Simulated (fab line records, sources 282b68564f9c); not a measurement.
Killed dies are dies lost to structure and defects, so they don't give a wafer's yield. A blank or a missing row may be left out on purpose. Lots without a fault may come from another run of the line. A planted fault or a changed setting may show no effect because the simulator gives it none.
A struck lot beside a sound one | flow rit_cmos | 44 steps out of a route of 202
Sound: wafers L561.2, L561.3, L561.6. Struck: wafers L573.1, L573.2, L573.5. The cause comes at the end.
At each step with rows: each side's tool, then ch and its chambers, then its first start. Under that, the readings that differ: sound wafers | struck wafers | difference of the means | sigmas: that difference in standard deviations of wafers without a fault.
alike: readings whose means differ by less than 2 such deviations, and words and numbers that are the same on both sides. not compared: withheld readings, readings that some wafer has no value for, bounds like >300 that may hide the same value, and numbers for which the record gives no deviation and whose values overlap.
The two part at a step that has a row with sigmas, a row that says differs or no value, or rows on one side only. Numbers that don't overlap but have no deviation are shown without sigmas and don't part them. A reading that every wafer of one side lacks parts them only if that side has two wafers or more.

first, 3 steps without rows for these wafers: RIT_REOX_CLEAN_01 (cleans in dHF, time 30 s); RIT_REOX_CLEAN_02 (cleans in SC2, time 600 s); RIT_REOX_OXIDATION_03 (target thk 25.2 nm, ox time 5580 s).
RIT_REOX_THK_MEAS_04:
  sound on film_metro-03, day 3 07:59; struck on film_metro-04, day 5 18:36
  alike: REOX_OXIDE_THK
then, 6 steps without rows for these wafers: RIT_NLDD_HMDS_00 (prime time 60 s); RIT_NLDD_COAT_01 (resist thk 1000 nm); RIT_NLDD_SOFTBAKE_02 (time 60 s); RIT_NLDD_EXPOSE_03 (exposes mask M7, target cd 40700 nm); RIT_NLDD_PEB_04; RIT_NLDD_DEVELOP_05 (develop time 50 s).
RIT_NLDD_OVL_MEAS_06:
  sound on overlay-01, day 3 08:54; struck on overlay-02, day 5 19:38
  alike: NLDD_OVL
then, 1 step without rows for these wafers: RIT_NLDD_HARDBAKE_07 (time 60 s).
RIT_NLDD_IMPLANT_08:
  sound on implanter-04 ch 0, day 3 09:08; struck on implanter-04 ch 0, day 5 19:49
  reading            | sound             | struck            | difference | sigmas
  tilt_deg (degrees) | 7.047 7.013 7.025 | 6.259 6.257 6.229 | -0.780     | -39
RIT_NLDD_STRIP_09: strips in O2, time 180 s.
  sound on plasma_asher-04 ch 0, day 3 09:16; struck on plasma_asher-04 ch 0,1, day 5 19:58
  alike: drypump_motor_current_A
  not compared: rf_hours_counter_h
RIT_NLDD_TW_MEAS_10:
  sound on film_metro-04, day 3 09:26; struck on film_metro-02, day 5 20:09
  alike: NLDD_TW
then, 6 steps without rows for these wafers: RIT_PLDD_HMDS_00 (prime time 60 s); RIT_PLDD_COAT_01 (resist thk 1000 nm); RIT_PLDD_SOFTBAKE_02 (time 60 s); RIT_PLDD_EXPOSE_03 (exposes mask M8, target cd 40900 nm); RIT_PLDD_PEB_04; RIT_PLDD_DEVELOP_05 (develop time 50 s).
RIT_PLDD_OVL_MEAS_06:
  sound on overlay-01, day 3 10:28; struck on overlay-01, day 5 21:11
  alike: PLDD_OVL
then, 2 steps without rows for these wafers: RIT_PLDD_HARDBAKE_07 (time 60 s); RIT_PLDD_IMPLANT_08.
RIT_PLDD_STRIP_09: strips in O2, time 180 s.
  sound on plasma_asher-04 ch 0,1, day 3 10:48; struck on plasma_asher-04 ch 0,1, day 5 21:31
  alike: drypump_motor_current_A
  not compared: rf_hours_counter_h
RIT_PLDD_TW_MEAS_10:
  sound on film_metro-02, day 3 10:59; struck on film_metro-04, day 5 21:42
  alike: PLDD_TW
then, 4 steps without rows for these wafers: RIT_SPACER_CLEAN_00 (cleans in SC1, time 600 s); RIT_SPACER_CLEAN_01 (cleans in dHF, time 30 s); RIT_SPACER_CLEAN_02 (cleans in SC2, time 600 s); RIT_SPACER_CVD_03 (deposits Si3N4 from SiH2Cl2/NH3, target thk 250 nm, time 3300 s).
RIT_SPACER_THK_MEAS_04:
  sound on film_metro-01, day 3 13:21; struck on film_metro-03, day 6 00:02
  alike: SPACER_NITRIDE_THK
RIT_SPACER_ETCHBACK_05: etches Si3N4 in SF6/CHF3, stops on SiO2, target depth 250 nm, time 240 s.
  sound on rie_diel-01 ch 0,2,3, day 3 13:24; struck on rie_diel-01 ch 0,1,2, day 6 00:06
  alike: drypump_motor_current_A, oes_product_au, throttle_valve_pct
  not compared: rf_hours_counter_h
then, 6 steps without rows for these wafers: RIT_NSD_HMDS_00 (prime time 60 s); RIT_NSD_COAT_01 (resist thk 1000 nm); RIT_NSD_SOFTBAKE_02 (time 60 s); RIT_NSD_EXPOSE_03 (exposes mask M9, target cd 40700 nm); RIT_NSD_PEB_04; RIT_NSD_DEVELOP_05 (develop time 50 s).
RIT_NSD_OVL_MEAS_06:
  sound on overlay-02, day 3 14:32; struck on overlay-01, day 6 01:14
  alike: NSD_OVL
then, 2 steps without rows for these wafers: RIT_NSD_HARDBAKE_07 (time 60 s); RIT_NSD_IMPLANT_08.
RIT_NSD_STRIP_09: strips in O2, time 180 s.
  sound on plasma_asher-04 ch 0, day 3 14:52; struck on plasma_asher-01 ch 0,1, day 6 01:34
  alike: drypump_motor_current_A
  not compared: rf_hours_counter_h
RIT_SDANNEAL_RS_MEAS_07: measures by four-point-probe.
  sound on film_metro-04, day 3 17:26; struck on film_metro-01, day 6 04:00
  reading          | sound             | struck | difference                    | sigmas
  NLDD_RS (ohm/sq) | 152.9 152.3 152.4 | - - -  | no value on the struck wafers |
RIT_M1_PROBE_99:
  sound on prober-01, day 4 01:37; struck on prober-02, day 6 11:21
  reading                             | sound           | struck            | difference | sigmas
  model.etest.nmos_turned.drive_ua_um | 338.6 329 322.2 | 351.6 345.2 357.3 | +21.4      |
  alike: killed_at_contacts, killed_at_front_end, killed_dies, killed_on_rim, killed_open, killed_short

WHERE THEY PART
First at RIT_NLDD_IMPLANT_08; last, within this record, at RIT_SDANNEAL_RS_MEAS_07. Later steps at which nothing parts them and some readings are alike: RIT_M1_PROBE_99.

WHY: what the simulator had put in
Process parameter drift: implanter-04, from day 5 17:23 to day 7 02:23, at RIT_NLDD_IMPLANT_08. Setting tilt_deg, moved by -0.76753, from 7. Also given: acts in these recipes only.
